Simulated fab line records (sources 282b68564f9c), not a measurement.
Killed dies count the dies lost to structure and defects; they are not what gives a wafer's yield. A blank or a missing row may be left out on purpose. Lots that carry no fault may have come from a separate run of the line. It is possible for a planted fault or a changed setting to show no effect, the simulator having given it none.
2 desks looking at one fault :: flow ritCmos :: every desk sees just its own numbers, and what lay behind them comes last

== DESK OF THE TOOL OWNER: furnace-03 ==
The tool's own readings at RIT_FOX2_OXIDATION_00 (target thk 350.7 nm, ox time 1130 s): means of the sampled wafers that have a number, for each lot that ran on this tool. If a lot's mean is further than 4 standard deviations from the usual mean, the lot is out of limits and carries the mark OUT (the distance appears in the brackets).
Columns: A = spikeTcCentreC at RIT_FOX2_OXIDATION_00, usual 1102.8 C; B = spikeTcLoadC at RIT_FOX2_OXIDATION_00, usual 1127.0 C; C = spikeTcSourceC at RIT_FOX2_OXIDATION_00, usual 1128.0 C; D = tubeCenterTempC at RIT_FOX2_OXIDATION_00, usual 1100 C; E = tube_center_temp_C_max at RIT_FOX2_OXIDATION_00, usual 1102.9; F = zonePowerCentrePct at RIT_FOX2_OXIDATION_00, usual 60 %
lot: L293
first seen here: day 1 21:09
A: 1103.3
B: 1125.6
C: 1126.2
D: 1100
E: 1102.8
F: 63

lot: L299
first seen here: day 3 01:16
A: 1104.7
B: 1126.1
C: 1126.0
D: 1100
E: 1103.0
F: 64

lot: L302
first seen here: day 3 14:41
A: 1105.3
B: 1125.8
C: 1127.0
D: 1100
E: 1102.7
F: 64

lot: L304
first seen here: day 4 02:30
A: 1103.6
B: 1125.1
C: 1126.1
D: 1100
E: 1102.5
F: 63

lot: L309
first seen here: day 5 02:52
A: 1103.2
B: 1124.4
C: 1127.5
D: 1100
E: 1102.4
F: 64

lot: L314
first seen here: day 6 09:37
A: 1183.2 (+62) OUT
B: 1204.3 (+34) OUT
C: 1205.1 (+35) OUT
D: 1179 (+99 or more) OUT
E: 1182.1 (+99 or more) OUT
F: 69

lot: L315
first seen here: day 6 09:37
A: 1181.9 (+61) OUT
B: 1206.7 (+35) OUT
C: 1206.6 (+36) OUT
D: 1179 (+99 or more) OUT
E: 1181.5 (+99 or more) OUT
F: 69
This desk's verdict: out of limits on L314, L315, starting with L314 at day 6 09:37 (spikeTcCentreC at RIT_FOX2_OXIDATION_00). L293, L299, L302, L304, L309 stayed within limits.

== FROM THE METROLOGY DESK ==
What the gauges read, lot by lot, whatever tool the lot ran on: means of the sampled wafers that have a number. If a lot's mean is further than 4 standard deviations from the usual mean, the lot is out of limits and carries the mark OUT (the distance appears in the brackets).
Columns: A = FOX2_OXIDE_THK at RIT_FOX2_THK_MEAS_01, usual 352 nm; B = FIELD_OXIDE_LEFT_1_THK at RIT_FOX2_THK_MEAS_90, usual 325 nm; C = FIELD_OXIDE_LEFT_2_THK at RIT_FOX2_THK_MEAS_91, usual 257 nm
lot: L293
first seen here: day 1 22:30
A: 347
B: 320
C: 252

lot: L294
first seen here: day 2 01:50
A: 354
B: 327
C: 258

lot: L295
first seen here: day 2 04:37
A: 350
B: 322
C: 256

lot: L299
first seen here: day 3 02:37
A: 346
B: 319
C: 251

lot: L300
first seen here: day 3 07:03
A: 357
B: 330
C: 262

lot: L302
first seen here: day 3 16:02
A: 342
B: 314
C: 247

lot: L303
first seen here: day 3 20:20
A: 367
B: 340
C: 273

lot: L304
first seen here: day 4 03:50
A: 349
B: 322
C: 254

lot: L305
first seen here: day 4 07:47
A: 360
B: 333
C: 266

lot: L309
first seen here: day 5 04:12
A: 339
B: 312
C: 244

lot: L311
first seen here: day 5 13:40
A: 353
B: 326
C: 257

lot: L314
first seen here: day 6 10:55
A: 469 (+17) OUT
B: 442 (+17) OUT
C: 375 (+17) OUT

lot: L315
first seen here: day 6 10:55
A: 473 (+18) OUT
B: 446 (+18) OUT
C: 378 (+17) OUT

lot: L316
first seen here: day 7 03:28
A: 346
B: 319
C: 251
This desk's result: L314, L315 out of limits, first on L314 (FOX2_OXIDE_THK at RIT_FOX2_THK_MEAS_01), day 6 10:55. L293, L294, L295, L299, L300, L302, L303, L304, L305, L309, L311, L316 stayed within limits.

== PUT TOGETHER ==
At day 6 09:37, on L314, L315, the tool owner's desk was in a position to raise an alarm.
The metrology desk could have raised an alarm at day 6 10:55, on L314, L315.
RIT_FOX2_OXIDATION_00 was run on furnace-03 by each of the lots named.

== WHAT THE SIMULATOR HAD INSERTED ==
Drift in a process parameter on furnace-03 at RIT_FOX2_OXIDATION_00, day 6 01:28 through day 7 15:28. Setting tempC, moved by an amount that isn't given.
Shown lots that were struck: L314, L315.
Counting hours from when the fault started, the first reading out of limits came at 8 for the tool owner's desk and at 9 for the metrology desk.
